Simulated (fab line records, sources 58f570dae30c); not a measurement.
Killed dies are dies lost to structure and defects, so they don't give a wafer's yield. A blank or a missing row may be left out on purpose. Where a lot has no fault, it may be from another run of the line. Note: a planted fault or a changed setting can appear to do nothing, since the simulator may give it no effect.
The tool behind it: which one? + flow berkeley cmos170 + 21 wafers from 7 lots sampled at 3 of the route's 331 steps

WHAT EACH GAUGE READ, for each wafer
UCB170_M3_CD_MEAS_15: the cd target is 700 nm.
| lot  | measured     | on        | cd nm (nm)        |
|------|--------------|-----------|-------------------|
| L873 | day 7 18:22  | cd sem-01 | 697.0 697.7 698.1 |
| L876 | day 8 12:03  | cd sem-01 | 695.9 695.8 695.5 |
| L880 | day 9 12:19  | cd sem-02 | 702.1 701.6 701.4 |
| L886 | day 10 17:45 | cd sem-01 | 697.3 695.6 697.6 |
| L888 | day 11 05:14 | cd sem-01 | 699.6 699.7 699.7 |
| L893 | day 12 16:26 | cd sem-01 | 700.4 699.6 700.2 |
| L895 | day 13 12:25 | cd sem-02 | 700.3 699.3 698.6 |

WHICH TOOL RAN EACH LOT (tool, then ch and the chambers of the sampled wafers, then the start)
| lot  | UCB170_SDANNEAL_RTA_00           | UCB170_V1_CMP_02              |
|------|----------------------------------|-------------------------------|
| L873 | rtp anneal-01 ch 0, day 6 16:36  | cmp-02 ch 1,2,3, day 7 06:50  |
| L876 | rtp anneal-01 ch 0, day 7 13:13  | cmp-02 ch 0,2, day 8 00:12    |
| L880 | rtp anneal-02 ch 0, day 8 13:54  | cmp-02 ch 2,3, day 9 01:17    |
| L886 | rtp anneal-02 ch 0, day 9 18:53  | cmp-02 ch 1,2,3, day 10 07:10 |
| L888 | rtp anneal-01 ch 0, day 10 04:15 | cmp-02 ch 2,3, day 10 19:55   |
| L893 | rtp anneal-01 ch 0, day 11 09:44 | cmp-01 ch 1,2,3, day 12 02:34 |
| L895 | rtp anneal-02 ch 0, day 12 09:51 | cmp-01 ch 1,2, day 13 01:59   |
- UCB170_SDANNEAL_RTA_00: time 10 s.
- UCB170_V1_CMP_02: polishes SiO2.

THE ANSWER, worked out from the rows above alone
Rule: what is usual is taken from the lots themselves. The widest of any qualifying gaps counts: lots, ordered by their means at a reading, are off when they make up no more than a third of the lots, leave a main group of 4 or more, and stand apart from it by 3 or more times the standard deviation of that group's means. A main group is skipped when, at the precision printed for the reading in the tables above, its means are all equal. A lot without any number at a reading at which 4 lots or more have one is off too. The other lots that the step has rows for count as sound.
No lot is off at any reading shown: from this, nothing can be told.

WHAT THE SIMULATOR HAD PUT IN
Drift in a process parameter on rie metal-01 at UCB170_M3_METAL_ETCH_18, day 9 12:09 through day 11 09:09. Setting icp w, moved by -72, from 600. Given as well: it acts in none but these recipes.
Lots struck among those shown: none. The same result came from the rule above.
